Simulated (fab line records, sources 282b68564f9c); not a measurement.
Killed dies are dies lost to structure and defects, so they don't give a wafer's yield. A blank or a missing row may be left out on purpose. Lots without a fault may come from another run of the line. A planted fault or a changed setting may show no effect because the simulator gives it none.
Which tool did it? | flow rit_cmos | 13 lots, 39 wafers sampled, at 3 steps of a route of 202

WHAT THE GAUGES READ, wafer by wafer
RIT_ACTIVE_BOW_MEAS_00. Usual: INCOMING_BOW -1 um, standard deviation 7.1.
lot  | measured    | on            | INCOMING_BOW (um) | flag
L218 | day 1 15:00 | film_metro-03 | 1 -4 -4           |
L219 | day 1 20:02 | film_metro-03 | 6 7 10            |
L220 | day 2 01:00 | film_metro-03 | -9 -5 1           |
L221 | day 2 06:00 | film_metro-03 | -7 4 -1           |
L226 | day 3 07:00 | film_metro-01 | -18 2 4           |
L229 | day 3 22:01 | film_metro-01 | 0 7 2             |
L231 | day 4 08:02 | film_metro-04 | 9 -17 1           |
L232 | day 4 13:00 | film_metro-03 | 8 3 5             |
L233 | day 4 18:01 | film_metro-01 | 0 -2 5            |
L236 | day 5 09:02 | film_metro-03 | -3 1 3            |
L237 | day 5 14:00 | film_metro-01 | 5 -8 3            |
L239 | day 6 00:02 | film_metro-01 | -4 -6 1           |
L240 | day 6 05:00 | film_metro-04 | -11 -7 7          |

RIT_GATE_OVL_MEAS_17. Usual: GATE_OVL -0.1 nm, standard deviation 1.5.
lot  | measured    | on         | GATE_OVL (nm)  | flag
L218 | day 2 18:08 | overlay-01 | -0.9 -1.7 0.3  |
L219 | day 3 00:52 | overlay-01 | 1.1 -0.6 0.0   |
L220 | day 3 05:18 | overlay-01 | 2.5 -1.6 -1.9  |
L221 | day 3 09:40 | overlay-01 | 0.0 0.7 -0.5   |
L226 | day 4 09:20 | overlay-02 | -2.1 -1.1 -3.7 |
L229 | day 5 01:37 | overlay-02 | -2.7 -2.6 -0.4 |
L231 | day 5 10:06 | overlay-01 | -2.1 0.1 -2.5  |
L232 | day 5 15:03 | overlay-02 | 1.4 -2.5 -0.7  |
L233 | day 5 20:27 | overlay-02 | -0.2 1.3 -1.3  |
L236 | day 6 11:06 | overlay-02 | -0.3 -0.9 1.5  |
L237 | day 6 20:00 | overlay-02 | 2.6 3.6 1.2    |
L239 | day 7 03:41 | overlay-02 | 2.0 -1.8 -0.7  |
L240 | day 7 09:29 | overlay-01 | 1.2 3.3 3.7    |

WHICH TOOL RAN EACH LOT (tool, then ch and the chambers of the sampled wafers, then the start)
lot  | RIT_NWELL_STRIP_09
L218 | plasma_asher-04 ch 0,1, day 2 02:57
L219 | plasma_asher-01 ch 0,1, day 2 06:56
L220 | plasma_asher-04 ch 0,1, day 2 11:42
L221 | plasma_asher-01 ch 0,1, day 2 17:56
L226 | plasma_asher-03 ch 0,1, day 3 17:38
L229 | plasma_asher-03 ch 1, day 4 10:02
L231 | plasma_asher-01 ch 0,1, day 4 18:56
L232 | plasma_asher-03 ch 0,1, day 4 23:34
L233 | plasma_asher-01 ch 0, day 5 05:11
L236 | plasma_asher-04 ch 0,1, day 5 19:42
L237 | plasma_asher-03 ch 0,1, day 6 00:47
L239 | plasma_asher-01 ch 0,1, day 6 11:51
L240 | plasma_asher-01 ch 0,1, day 6 18:25
- RIT_NWELL_STRIP_09: strips in O2, time 180 s.

WHAT THE TOOLS THEMSELVES READ (means of the sampled wafers that have a number; where no wafer has one, the mark that the record gives instead)
RIT_NWELL_STRIP_09. Usual: drypump_motor_current_A 5.62 A, standard deviation 0.3.
lot  | tool            | drypump_motor_current_A (A) | flag
L218 | plasma_asher-04 | 5.76                        |
L219 | plasma_asher-01 | 5.60                        |
L220 | plasma_asher-04 | 5.76                        |
L221 | plasma_asher-01 | 5.81                        |
L226 | plasma_asher-03 | 5.39                        |
L229 | plasma_asher-03 | 5.47                        |
L231 | plasma_asher-01 | 5.82                        |
L232 | plasma_asher-03 | 5.30                        |
L233 | plasma_asher-01 | 5.38                        |
L236 | plasma_asher-04 | 5.75                        |
L237 | plasma_asher-03 | 5.32                        |
L239 | plasma_asher-01 | 5.82                        |
L240 | plasma_asher-01 | 5.60                        |

THE ANSWER, worked out from the rows above alone
Rule: a lot is off if the mean of its wafers that have a number lies more than 3 standard deviations from the usual mean. A lot without any number at a reading at which 4 lots or more have one is off too. The other lots that the step has rows for count as sound. The gauges are gone through in route order, then the tools' own readings, and for those a lot's mean is taken as printed above. The first step at which some lot is off is used, and at that step the reading that is off furthest; a lot without a number counts as furthest.
No lot is off at any reading shown: from this, nothing can be told.

WHAT THE SIMULATOR HAD PUT IN
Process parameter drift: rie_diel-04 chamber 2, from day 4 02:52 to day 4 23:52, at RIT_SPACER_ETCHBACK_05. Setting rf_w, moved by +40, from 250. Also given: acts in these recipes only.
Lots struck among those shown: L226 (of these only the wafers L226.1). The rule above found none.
